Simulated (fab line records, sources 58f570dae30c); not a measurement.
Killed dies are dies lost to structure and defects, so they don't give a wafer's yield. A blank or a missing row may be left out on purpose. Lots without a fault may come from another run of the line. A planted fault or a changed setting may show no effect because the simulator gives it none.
Which tool did it? | flow berkeley_cmos170 | 14 lots, 42 wafers sampled, at 4 steps of a route of 331

WHAT THE GAUGES READ, wafer by wafer
UCB170_NWELL_OVL_MEAS_12.
lot  | measured    | on         | NWELL_OVL (nm)
L645 | day 2 09:07 | overlay-01 | -6 3 -5
L647 | day 2 14:56 | overlay-02 | -1 -2 -4
L649 | day 3 05:16 | overlay-01 | -1 1 0
L650 | day 3 05:40 | overlay-01 | -1 -3 2
L651 | day 3 12:21 | overlay-02 | -1 1 0
L653 | day 3 18:54 | overlay-02 | -2 -5 -6
L657 | day 4 21:02 | overlay-01 | 1 1 1
L659 | day 5 05:53 | overlay-01 | 5 4 9
L660 | day 5 12:47 | overlay-01 | -8 -1 -11
L661 | day 5 19:17 | overlay-02 | 3 -4 1
L663 | day 6 09:10 | overlay-02 | -5 -2 -3
L664 | day 6 09:26 | overlay-01 | -3 -6 -6
L665 | day 6 14:36 | overlay-01 | 5 6 4
L666 | day 6 14:43 | overlay-02 | 5 8 7

UCB170_PFIELD_OVL_MEAS_06.
lot  | measured    | on         | PFIELD_OVL (nm)
L645 | day 3 21:54 | overlay-02 | 14 12 19
L647 | day 4 09:29 | overlay-02 | -1 -10 -8
L649 | day 5 01:16 | overlay-02 | 9 6 14
L650 | day 5 01:57 | overlay-01 | 5 6 7
L651 | day 5 09:53 | overlay-02 | 0 0 -2
L653 | day 5 21:48 | overlay-01 | -1 4 -9
L657 | day 6 20:41 | overlay-02 | 5 6 14
L659 | day 7 11:24 | overlay-01 | 4 9 7
L660 | day 7 11:28 | overlay-02 | 5 0 5
L661 | day 7 23:02 | overlay-01 | -4 3 -5
L663 | day 8 06:55 | overlay-02 | -2 3 -1
L664 | day 8 05:31 | overlay-01 | -3 -4 0
L665 | day 8 14:12 | overlay-02 | -7 -3 -9
L666 | day 8 14:29 | overlay-02 | -3 -5 -4

UCB170_PVT_OVL_MEAS_06.
lot  | measured    | on         | PVT_OVL (nm)
L645 | day 5 04:13 | overlay-01 | -4 -7 -6
L647 | day 5 20:43 | overlay-01 | 0 4 7
L649 | day 6 09:41 | overlay-01 | 1 0 1
L650 | day 6 09:57 | overlay-01 | -4 -4 -11
L651 | day 6 20:42 | overlay-01 | -2 -7 -5
L653 | day 7 05:02 | overlay-01 | 2 -1 2
L657 | day 8 01:03 | overlay-01 | 2 1 -6
L659 | day 8 10:49 | overlay-02 | -1 0 1
L660 | day 8 10:16 | overlay-02 | -4 -7 -1
L661 | day 9 00:49 | overlay-02 | 3 3 7
L663 | day 9 10:08 | overlay-02 | 4 1 1
L664 | day 9 10:46 | overlay-02 | -4 10 -1
L665 | day 9 20:11 | overlay-02 | -5 2 -3
L666 | day 9 19:55 | overlay-01 | -9 -7 -4

WHICH TOOL RAN EACH LOT (tool, then ch and the chambers of the sampled wafers, then the start)
lot  | UCB170_FIELD_WET_ETCH_05
L645 | wet_bench-04 ch 0, day 4 07:22
L647 | wet_bench-03 ch 3, day 4 19:55
L649 | wet_bench-01 ch 3, day 5 13:34
L650 | wet_bench-01 ch 1, day 5 13:34
L651 | wet_bench-03 ch 1, day 5 20:53
L653 | wet_bench-04 ch 3, day 6 11:19
L657 | wet_bench-04 ch 2, day 7 07:31
L659 | wet_bench-01 ch 2, day 7 19:23
L660 | wet_bench-01 ch 0, day 7 19:23
L661 | wet_bench-03 ch 1, day 8 05:56
L663 | wet_bench-01 ch 2, day 8 14:55
L664 | wet_bench-01 ch 1, day 8 14:55
L665 | wet_bench-03 ch 3, day 8 23:12
L666 | wet_bench-03 ch 0, day 8 23:12
- UCB170_FIELD_WET_ETCH_05: etches Si3N4 in H3PO4, time 12600 s.

WHAT THE TOOLS THEMSELVES READ (means of the sampled wafers that have a number; where no wafer has one, the mark that the record gives instead)
UCB170_FIELD_WET_ETCH_05.
lot  | tool         | bath_guard_temp_C (C) | bath_heat_duty_pct (%) | temp_c (C)
L645 | wet_bench-04 | 160.6                 | 27.9                   | 159.99
L647 | wet_bench-03 | 159.3                 | 26.5                   | 159.97
L649 | wet_bench-01 | -                     | -                      | -
L650 | wet_bench-01 | -                     | -                      | -
L651 | wet_bench-03 | 160.0                 | 25.3                   | 160.12
L653 | wet_bench-04 | 159.9                 | 28.0                   | 159.83
L657 | wet_bench-04 | 160.0                 | 23.2                   | 160.11
L659 | wet_bench-01 | 160.2                 | 26.0                   | 160.09
L660 | wet_bench-01 | 159.4                 | 28.7                   | 159.96
L661 | wet_bench-03 | 159.9                 | 25.3                   | 160.05
L663 | wet_bench-01 | 160.2                 | 25.9                   | 160.29
L664 | wet_bench-01 | 159.9                 | 22.8                   | 159.96
L665 | wet_bench-03 | 159.1                 | 26.6                   | 160.00
L666 | wet_bench-03 | 159.8                 | 28.0                   | 160.05

THE ANSWER, worked out from the rows above alone
Rule: what is usual is taken from the lots themselves. Put in order of their means at a reading, lots are off if they are a third of the lots or fewer, leave a main group of 4 or more, and stand apart from it by a gap of 3 or more times the standard deviation of the main group's means; of several such gaps the widest counts. A main group whose means are all the same, to the digits that the tables above print for the reading, isn't used. A lot without any number at a reading at which 4 lots or more have one is off too. The other lots that the step has rows for count as sound. The gauges are gone through in route order, then the tools' own readings, and for those a lot's mean is taken as printed above. The first step at which some lot is off is used, and at that step the reading that is off furthest; a lot without a number counts as furthest.
Off: L649, L650, at UCB170_FIELD_WET_ETCH_05 (bath_guard_temp_C). Without a number there: L649, L650. The main group: mean 159.9 C, standard deviation 0.4.
A tool fits if, at that step or a process step before it, it ran every lot that is off, and no sound lot after the first of them. None of those tried fits.

WHAT THE SIMULATOR HAD PUT IN
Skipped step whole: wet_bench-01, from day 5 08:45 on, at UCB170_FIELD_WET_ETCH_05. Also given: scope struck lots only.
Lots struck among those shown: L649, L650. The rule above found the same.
